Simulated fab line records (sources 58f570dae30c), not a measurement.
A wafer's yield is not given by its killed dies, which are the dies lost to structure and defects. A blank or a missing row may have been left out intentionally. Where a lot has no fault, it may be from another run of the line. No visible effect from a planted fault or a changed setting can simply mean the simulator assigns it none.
Code-filled problem report in 8D (eight disciplines) form :: flow berkeley_cmos170 :: the parts of the form that need people (team, actions taken, sign-off) are left out

1. THE ISSUE
Mean GATE_POLY_THK at UCB170_GATE_THK_MEAS_05: 232.5 nm over 6 wafers in 2 lots; fault-free wafers: 213.9 nm, standard deviation 2.1. Measured from the usual mean, that is +8.9 standard deviations.
The first sign was on wafer L597.2 at day 10 02:58, on film_metro-04. The record holds 42 wafers of 14 lots with a number at this step. Rule for "out" (also "out of limits"): further than 4 standard deviations from the usual mean. All remaining wafers that have a number are taken as sound.

2. WHAT IT IS AND WHAT IT IS NOT
question: which readings at this step
is: GATE_POLY_THK
is not: -

question: which lots
is: L596, L597
is not: L582, L583, L584, L585, L587, L588, L589, L590, L591, L593, L594, L595

question: which wafers of those lots
is: all that have a number
is not: -

question: read on which gauges
is: film_metro-02, film_metro-04
is not: film_metro-01

question: when
is: from day 10 02:58
is not: up to then (36 sound wafers)

3. THE SUSPECTS, EACH WITH WHAT RULES IT OUT
Counting: any tool at a process step up to the reading is kept as a suspect provided that every lot that is out went through it and no sound lot did after the first of them.
- the gauge at UCB170_GATE_THK_MEAS_05 is ruled out. Those wafers that are out were read across 2 gauges (film_metro-02, film_metro-04).
- lpcvd-01 at UCB170_GATE_CVD_04 (deposits poly-Si from SiH4, time 1440 s, target thk 214 nm): kept. All lots that are out passed through it, beginning with L596 at day 10 01:33, and no sound lot followed; its final sound lot before that point was L593 at day 9 13:02.
Left after counting: lpcvd-01 at UCB170_GATE_CVD_04.

4. THE CAUSE (what the simulator had put in)
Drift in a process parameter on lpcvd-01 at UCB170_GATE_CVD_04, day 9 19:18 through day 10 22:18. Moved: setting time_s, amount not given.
Only this tool survived the counting.

5. THE CHAIN OF EFFECTS, in route order
One row per reading whose mean, taken over the struck wafers that have a number, lies over 3 standard deviations from the usual. Readings are gone through only where the record gives a usual standard deviation; hours: the median, over the lots, of the time from a lot's start at the first step in this table giving one to that lot's start at this step; sigmas: the change measured in usual standard deviations.
hours: 0
step: UCB170_GATE_THK_MEAS_05
reading: GATE_POLY_THK
usual: 213.9 nm
on struck wafers: 232.5
change: +18.6
sigmas: +8.9

hours: 4
step: UCB170_GATE_ETCH_15
reading: oes_product_au
usual: 0.834 a.u.
on struck wafers: 0.891
change: +0.057
sigmas: +4.7
It contains these process steps:
- UCB170_GATE_ETCH_15: etches poly-Si in HBr/Cl2, stops on SiO2, time 56.3 s, target depth 278.2 nm.

6. WHAT WOULD HAVE CAUGHT IT SOONER
8 hours passed between the start of the fault at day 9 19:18 and the first reading out of limits at a measuring or inspecting step in this record, taken at day 10 02:58.
No tool reading at UCB170_GATE_CVD_04 that has a usual standard deviation in the record was out on any struck wafer, so an alarm limit of 4 standard deviations on those readings would not have fired.
The start of UCB170_GATE_CVD_04 on lpcvd-01 came by day 10 02:58 for every one of the lots that are out (2). Tool hold at that time: it would have spared none of them.
